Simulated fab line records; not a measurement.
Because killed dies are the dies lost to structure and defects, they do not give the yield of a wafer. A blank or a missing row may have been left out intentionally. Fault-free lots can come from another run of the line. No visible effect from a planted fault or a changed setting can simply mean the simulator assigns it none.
Which tool is to blame? ; flow berkeley-cmos170 ; 15 lots, 45 wafers sampled, at 5 steps of a route of 331

== WHAT EACH GAUGE READ, for each wafer ==
UCB170_NWELL_THK_MEAS_02. Usual: NWELL_OXIDE_THK 26.4 nm, standard deviation 0.49.
lot;measured;on;NWELL_OXIDE_THK (nm);flag
L789;day 2 17:27;film-metro-04;25.9 26.4 25.8;
L790;day 2 17:31;film-metro-03;26.6 26.5 26.2;
L793;day 3 08:43;film-metro-04;26.9 26.9 26.7;
L794;day 3 12:32;film-metro-04;27.5 26.9 27.2;
L795;day 3 12:34;film-metro-03;26.6 27.1 26.7;
L796;day 3 21:02;film-metro-04;26.2 26.3 26.7;
L798;day 4 04:59;film-metro-01;26.6 27.0 26.5;
L797;day 4 05:00;film-metro-04;25.9 25.4 26.1;
L800;day 4 11:50;film-metro-01;26.5 26.3 26.4;
L802;day 5 04:24;film-metro-03;26.1 26.7 26.4;
L803;day 5 09:45;film-metro-04;26.2 26.3 26.1;
L805;day 5 19:29;film-metro-03;25.7 25.8 25.9;
L807;day 6 02:22;film-metro-01;26.4 26.5 26.6;
L809;day 6 10:44;film-metro-04;26.3 26.4 26.4;
L811;day 6 22:10;film-metro-03;26.8 26.4 26.8;

UCB170_PFIELD_TW_MEAS_09. Usual: PFIELD_TW 602, standard deviation 6.6.
lot;measured;on;PFIELD_TW;flag
L789;day 5 16:47;film-metro-01;604 603 602;
L790;day 5 16:56;film-metro-03;595 597 597;
L793;day 6 03:14;film-metro-01;600 603 601;
L794;day 6 10:05;film-metro-04;610 614 613;
L795;day 6 10:20;film-metro-03;599 596 596;
L796;day 6 17:56;film-metro-03;596 598 595;
L798;day 7 01:47;film-metro-04;614 610 612;
L797;day 7 01:45;film-metro-03;598 596 596;
L800;day 7 10:09;film-metro-04;611 615 611;
L802;day 7 22:11;film-metro-03;599 599 598;
L803;day 8 15:22;film-metro-03;556 559 554;OFF
L805;day 8 20:03;film-metro-03;559 559 560;OFF
L807;day 9 03:14;film-metro-01;564 565 567;OFF
L809;day 9 12:59;film-metro-04;613 614 612;
L811;day 10 04:46;film-metro-04;611 614 612;

UCB170_V1_THK_MEAS_04. Usual: V1_POLISHED_THK 1000.0 nm, standard deviation 1.
lot;measured;on;V1_POLISHED_THK (nm);flag
L789;day 9 09:18;film-metro-03;1001.6 999.0 999.6;
L790;day 9 10:38;film-metro-03;1000.0 1001.0 998.7;
L793;day 9 22:06;film-metro-04;999.1 998.8 999.9;
L794;day 9 20:44;film-metro-04;1000.6 997.8 998.9;
L795;day 9 22:06;film-metro-03;1000.5 999.7 999.1;
L796;day 10 16:49;film-metro-04;998.4 1000.5 1000.7;
L798;day 10 20:19;film-metro-01;1001.5 1000.9 1000.7;
L797;day 10 20:01;film-metro-04;999.9 1000.9 1000.5;
L800;day 10 21:21;film-metro-04;998.1 999.5 999.5;
L802;day 11 20:17;film-metro-01;999.2 999.3 1000.0;
L803;day 12 03:30;film-metro-04;999.9 999.6 1000.1;
L805;day 12 15:06;film-metro-04;1000.6 1001.6 1000.7;
L807;day 12 12:47;film-metro-03;1000.7 1000.5 999.1;
L809;day 13 00:06;film-metro-01;1000.7 1000.6 999.7;
L811;day 13 17:25;film-metro-03;1000.4 999.8 1000.4;

== EACH LOT AND THE TOOL THAT RAN IT (in order: tool; ch and the chambers of the sampled wafers; start) ==
lot;UCB170_PFIELD_IMPLANT_07;UCB170_CONTACT_STRIP_06
L789;implanter-02 ch 0, day 5 16:32;plasma-asher-02 ch 0,1, day 9 03:26
L790;implanter-03 ch 0, day 5 16:41;plasma-asher-04 ch 0,1, day 9 03:31
L793;implanter-03 ch 0, day 6 03:01;plasma-asher-02 ch 0,1, day 9 14:07
L794;implanter-03 ch 0, day 6 09:50;plasma-asher-03 ch 0,1, day 9 12:44
L795;implanter-01 ch 0, day 6 10:07;plasma-asher-04 ch 0,1, day 9 14:17
L796;implanter-03 ch 0, day 6 17:42;plasma-asher-04 ch 0,1, day 10 10:23
L798;implanter-03 ch 0, day 7 01:32;plasma-asher-03 ch 0,1, day 10 12:13
L797;implanter-01 ch 0, day 7 01:31;plasma-asher-02 ch 0,1, day 10 12:10
L800;implanter-03 ch 0, day 7 09:54;plasma-asher-04 ch 0,1, day 10 14:37
L802;implanter-01 ch 0, day 7 21:58;plasma-asher-04 ch 0,1, day 11 14:04
L803;implanter-03 ch 0, day 8 15:07;plasma-asher-03 ch 0, day 11 19:35
L805;implanter-03 ch 0, day 8 19:49;plasma-asher-03 ch 0, day 12 07:59
L807;implanter-03 ch 0, day 9 02:59;plasma-asher-04 ch 0,1, day 12 06:10
L809;implanter-02 ch 0, day 9 12:45;plasma-asher-04 ch 0,1, day 12 17:37
L811;implanter-02 ch 0, day 10 04:31;plasma-asher-02 ch 0,1, day 13 11:53
- UCB170_PFIELD_IMPLANT_07
- UCB170_CONTACT_STRIP_06: strips in O2.

== AS READ BY THE TOOLS THEMSELVES (means over the sampled wafers that have a number; for cases with no such wafer, the mark the record gives instead) ==
UCB170_PFIELD_IMPLANT_07. Usual: beam-on-s 10.04 s, standard deviation 0.2; faraday-current-uA 63.2, standard deviation 1.3.
lot;tool;beam-on-s (s);faraday-current-uA;flag
L789;implanter-02;10.09;62.9;
L790;implanter-03;9.98;63.6;
L793;implanter-03;10.03;63.2;
L794;implanter-03;9.95;63.6;
L795;implanter-01;9.95;63.7;
L796;implanter-03;9.83;64.5;
L798;implanter-03;9.88;64.1;
L797;implanter-01;10.02;63.1;
L800;implanter-03;10.12;62.6;
L802;implanter-01;9.87;64.2;
L803;implanter-03;8.12;78.4;OFF
L805;implanter-03;8.17;77.6;OFF
L807;implanter-03;8.09;78.5;OFF
L809;implanter-02;10.10;63.1;
L811;implanter-02;10.05;63.2;

UCB170_CONTACT_STRIP_06. Usual: drypump-motor-current-A 5.6 A, standard deviation 0.67; oes-product-au 0.735 a.u., standard deviation 0.0045; strip-time-to-endpoint-s 22.01 s, standard deviation 0.07.
lot;tool;drypump-motor-current-A (A);oes-product-au (a.u.);strip-time-to-endpoint-s (s);flag
L789;plasma-asher-02;6.4;0.733;21.92;
L790;plasma-asher-04;5.1;0.737;21.96;
L793;plasma-asher-02;6.3;0.733;22.09;
L794;plasma-asher-03;5.1;0.736;22.06;
L795;plasma-asher-04;5.2;0.737;21.96;
L796;plasma-asher-04;5.1;0.740;22.10;
L798;plasma-asher-03;5.1;0.736;21.99;
L797;plasma-asher-02;6.4;0.731;22.03;
L800;plasma-asher-04;5.2;0.733;22.01;
L802;plasma-asher-04;5.1;0.737;22.02;
L803;plasma-asher-03;6.0;0.733;21.96;
L805;plasma-asher-03;6.0;0.732;21.98;
L807;plasma-asher-04;5.1;0.737;21.97;
L809;plasma-asher-04;5.2;0.729;22.10;
L811;plasma-asher-02;6.3;0.737;21.97;

== THE ANSWER, worked out from the rows above alone ==
Rule: take the mean of a lot's wafers that have a number; if it is more than 3 standard deviations from the usual mean, the lot is off. A lot without any number at a reading at which 4 lots or more have one is off too. The other lots that the step has rows for count as sound. First the gauges in route order, then the tools' own readings, where a lot's mean is used as printed above. At the first step where some lot is off, the reading lying furthest off is the one used; lots without a number count as furthest.
Off: at UCB170_PFIELD_TW_MEAS_09 (PFIELD_TW), L803, L805, L807.
A tool fits if, at a process step before that reading, it ran every lot that is off, and no sound lot after the first of them. Not tried: the gauges at UCB170_PFIELD_TW_MEAS_09; whatever is off there is also off at UCB170_PFIELD_IMPLANT_07, on other tools, and gauge error can't account for it. One fits: UCB170_PFIELD_IMPLANT_07 on implanter-03. A fault onset in the window from L800 (day 7 09:54, its last sound lot) to L803 (day 8 15:07, its first lot off) fits.
The tool's own readings at UCB170_PFIELD_IMPLANT_07 bear it out: on the lots that are off they differ by more than 5 times the standard deviation of the sound lots' means. beam-on-s reads 8.13 s there against 9.99 s on the sound lots; faraday-current-uA reads 78.2 there against 63.5 on the sound lots.

== WHAT THE SIMULATOR PUT IN ==
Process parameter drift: implanter-03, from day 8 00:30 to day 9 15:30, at UCB170_PFIELD_IMPLANT_07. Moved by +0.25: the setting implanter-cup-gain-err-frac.
Shown lots that were struck: L803, L805, L807. Same finding as the rule above.
